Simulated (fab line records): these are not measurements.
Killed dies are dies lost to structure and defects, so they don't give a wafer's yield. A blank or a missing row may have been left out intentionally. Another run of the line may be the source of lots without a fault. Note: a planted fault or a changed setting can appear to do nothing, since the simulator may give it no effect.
Comparing a struck lot with a sound one	flow berkeley-cmos170	14 steps out of a route of 331
Sound: these wafers, L428.3, L428.4, L428.5. Wafers struck: L424.4, L424.5, L424.6. The cause comes at the end.
Each step with rows lists, per side, the tool, then ch with its chambers, then its first start. Under that, the readings that differ: sound wafers	struck wafers	difference of the means	sigmas: that difference in standard deviations of wafers without a fault.
alike: readings with means less than 2 such deviations apart, plus words and numbers identical on both sides. not compared: withheld readings, readings lacking a value on some wafer, bounds such as >300 that could conceal the same value, and numbers that have no deviation in the record and whose values overlap.
A row with sigmas, a row that says differs or no value, or rows on one side alone: a step with any of these is where the two part. Non-overlapping numbers with no deviation appear without sigmas and do not part them. Lack of a reading on every wafer of one side parts them only where that side has two or more wafers.

first, 1 step without rows for these wafers: UCB170_PSD_DEVELOP_05 (develop time 45 s).
UCB170_PSD_CD_MEAS_06 targets a cd of 1200 nm.
  struck on cd-sem-02, day 10 13:13; sound on cd-sem-01, day 11 01:11
  alike: cd-nm
UCB170_PSD_OVL_MEAS_07:
  struck on overlay-01, day 10 13:18; sound on overlay-01, day 11 01:17
reading	sound	struck	difference	sigmas
PSD_OVL (nm)	16 12 6	-8 -3 -9	-18	-3
then, 1 step without rows for these wafers: UCB170_PSD_IMPLANT_08.
UCB170_PSD_STRIP_09: strips in O2.
  sound on plasma-asher-04 ch 0,1, day 11 01:29; struck on plasma-asher-01 ch 0,1, day 10 13:30
reading	sound	struck	difference	sigmas
drypump-motor-current-A (A)	5.46 5.01 5.45	6.12 6.13 5.75	+0.69	+2
  alike: oes-product-au, strip-time-to-endpoint-s
  not compared: rf-hours-counter-h
UCB170_PSD_TW_MEAS_10:
  struck on film-metro-03, day 10 13:36; sound on film-metro-01, day 11 01:34
  alike: PSD_TW
then, 6 steps without rows for these wafers: UCB170_PSD_CLEAN_11 (cleans in SPM, time 600 s); UCB170_NSD_HMDS_00 (prime time 60 s); UCB170_NSD_COAT_01 (resist thk 900 nm); UCB170_NSD_SOFTBAKE_02 (time 60 s); UCB170_NSD_EXPOSE_03 (exposes mask NSELECT MOD, target cd 1200 nm); UCB170_NSD_PEB_04.
UCB170_NSD_DEVELOP_05: develop time 45 s.
  sound on litho-track-01 ch 0, day 11 03:00; struck on litho-track-04 ch 0, day 10 15:00
reading	sound	struck	difference	sigmas
developer-temp-C (C)	21.01 20.94 21.17	21.71 21.76 21.93	+0.76	+7
  alike: exhaust-pa
UCB170_NSD_CD_MEAS_06 targets a cd of 1200 nm.
  struck on cd-sem-01, day 10 15:43; sound on cd-sem-01, day 11 03:43
  alike: cd-nm

WHERE THEY PART
First at UCB170_PSD_OVL_MEAS_07; last, within this record, at UCB170_NSD_DEVELOP_05. Later steps at which nothing parts them and some readings are alike: UCB170_NSD_CD_MEAS_06.

WHY: what had been put in by the simulator
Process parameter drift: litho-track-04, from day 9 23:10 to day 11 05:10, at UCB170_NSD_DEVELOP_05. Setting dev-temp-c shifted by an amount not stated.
